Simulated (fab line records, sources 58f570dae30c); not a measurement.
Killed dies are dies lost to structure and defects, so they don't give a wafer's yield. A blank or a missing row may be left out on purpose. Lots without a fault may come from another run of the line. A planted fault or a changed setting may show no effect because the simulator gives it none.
Which tool did it? | flow berkeley_cmos170 | 14 lots, 42 wafers sampled, at 3 steps of a route of 331

WHAT THE GAUGES READ, wafer by wafer
UCB170_V1_BOW_MEAS_03. Usual: V1_BOW 19 um, standard deviation 6.
lot  | measured     | on            | V1_BOW (um) | flag
L564 | day 8 06:55  | film_metro-01 | 18 33 14    |
L565 | day 8 08:16  | film_metro-04 | 20 9 19     |
L568 | day 9 12:46  | film_metro-04 | 18 25 17    |
L567 | day 9 14:26  | film_metro-02 | 13 14 12    |
L569 | day 9 14:08  | film_metro-04 | 31 19 34    |
L566 | day 9 14:59  | film_metro-02 | 22 24 25    |
L570 | day 9 15:26  | film_metro-01 | 22 17 27    |
L572 | day 9 21:59  | film_metro-04 | 21 20 10    |
L574 | day 10 15:51 | film_metro-04 | 12 23 23    |
L575 | day 10 19:29 | film_metro-02 | 22 30 9     |
L573 | day 10 20:49 | film_metro-04 | 19 19 8     |
L577 | day 10 22:11 | film_metro-01 | 16 25 17    |
L582 | day 12 08:03 | film_metro-01 | 34 17 14    |
L586 | day 13 02:18 | film_metro-02 | 24 17 8     |

WHICH TOOL RAN EACH LOT (tool, then ch and the chambers of the sampled wafers, then the start)
lot  | UCB170_PSD_STRIP_09                  | UCB170_SILICIDE_PRE_CLEAN_00
L564 | plasma_asher-03 ch 0,1, day 7 17:00  | pvd_sputter-04, day 7 20:46
L565 | plasma_asher-01 ch 0,1, day 7 17:07  | pvd_sputter-03, day 7 20:59
L568 | plasma_asher-03 ch 0,1, day 8 21:43  | pvd_sputter-01, day 9 01:01
L567 | plasma_asher-01 ch 0,1, day 8 21:52  | pvd_sputter-04, day 9 01:18
L569 | plasma_asher-04 ch 0,1, day 8 21:59  | pvd_sputter-03, day 9 01:31
L566 | plasma_asher-03 ch 0,1, day 8 22:06  | pvd_sputter-01, day 9 01:40
L570 | plasma_asher-04 ch 0,1, day 8 22:28  | pvd_sputter-03, day 9 02:08
L572 | plasma_asher-04 ch 0,1, day 9 08:50  | pvd_sputter-03, day 9 12:05
L574 | plasma_asher-04 ch 0,1, day 10 00:50 | pvd_sputter-03, day 10 06:18
L575 | plasma_asher-03 ch 0,1, day 10 06:44 | pvd_sputter-01, day 10 10:51
L573 | plasma_asher-04 ch 0,1, day 10 06:54 | pvd_sputter-03, day 10 11:11
L577 | plasma_asher-04 ch 0,1, day 10 07:12 | pvd_sputter-03, day 10 11:40
L582 | plasma_asher-01 ch 0,1, day 11 16:34 | pvd_sputter-03, day 11 20:23
L586 | plasma_asher-03 ch 0,1, day 12 13:56 | pvd_sputter-01, day 12 17:23
- UCB170_PSD_STRIP_09: strips in O2.
- UCB170_SILICIDE_PRE_CLEAN_00: preclean etch time 60 s.

WHAT THE TOOLS THEMSELVES READ (means of the sampled wafers that have a number; where no wafer has one, the mark that the record gives instead)
UCB170_PSD_STRIP_09. Usual: drypump_motor_current_A 5.40 A, standard deviation 0.28; oes_product_au 0.600 a.u., standard deviation 0.0045; strip_time_to_endpoint_s 29.38 s, standard deviation 0.076.
lot  | tool            | drypump_motor_current_A (A) | oes_product_au (a.u.) | strip_time_to_endpoint_s (s) | flag
L564 | plasma_asher-03 | 5.36                        | 0.598                 | 29.32                        |
L565 | plasma_asher-01 | 5.41                        | 0.599                 | 29.43                        |
L568 | plasma_asher-03 | 5.59                        | 0.602                 | 29.38                        |
L567 | plasma_asher-01 | 5.22                        | 0.603                 | 29.50                        |
L569 | plasma_asher-04 | 5.44                        | 0.596                 | 29.45                        |
L566 | plasma_asher-03 | 5.36                        | 0.603                 | 29.45                        |
L570 | plasma_asher-04 | 5.41                        | 0.606                 | 29.47                        |
L572 | plasma_asher-04 | 5.44                        | 0.602                 | 29.33                        |
L574 | plasma_asher-04 | 5.41                        | 0.597                 | 29.41                        |
L575 | plasma_asher-03 | 5.34                        | 0.599                 | 29.43                        |
L573 | plasma_asher-04 | 5.42                        | 0.603                 | 29.37                        |
L577 | plasma_asher-04 | 5.41                        | 0.600                 | 29.32                        |
L582 | plasma_asher-01 | 5.22                        | 0.595                 | 29.49                        |
L586 | plasma_asher-03 | 5.60                        | 0.603                 | 29.34                        |

THE ANSWER, worked out from the rows above alone
Rule: a lot is off if the mean of its wafers that have a number lies more than 3 standard deviations from the usual mean. A lot without any number at a reading at which 4 lots or more have one is off too. The other lots that the step has rows for count as sound. The gauges are gone through in route order, then the tools' own readings, and for those a lot's mean is taken as printed above. The first step at which some lot is off is used, and at that step the reading that is off furthest; a lot without a number counts as furthest.
No lot is off at any reading shown: from this, nothing can be told.

WHAT THE SIMULATOR HAD PUT IN
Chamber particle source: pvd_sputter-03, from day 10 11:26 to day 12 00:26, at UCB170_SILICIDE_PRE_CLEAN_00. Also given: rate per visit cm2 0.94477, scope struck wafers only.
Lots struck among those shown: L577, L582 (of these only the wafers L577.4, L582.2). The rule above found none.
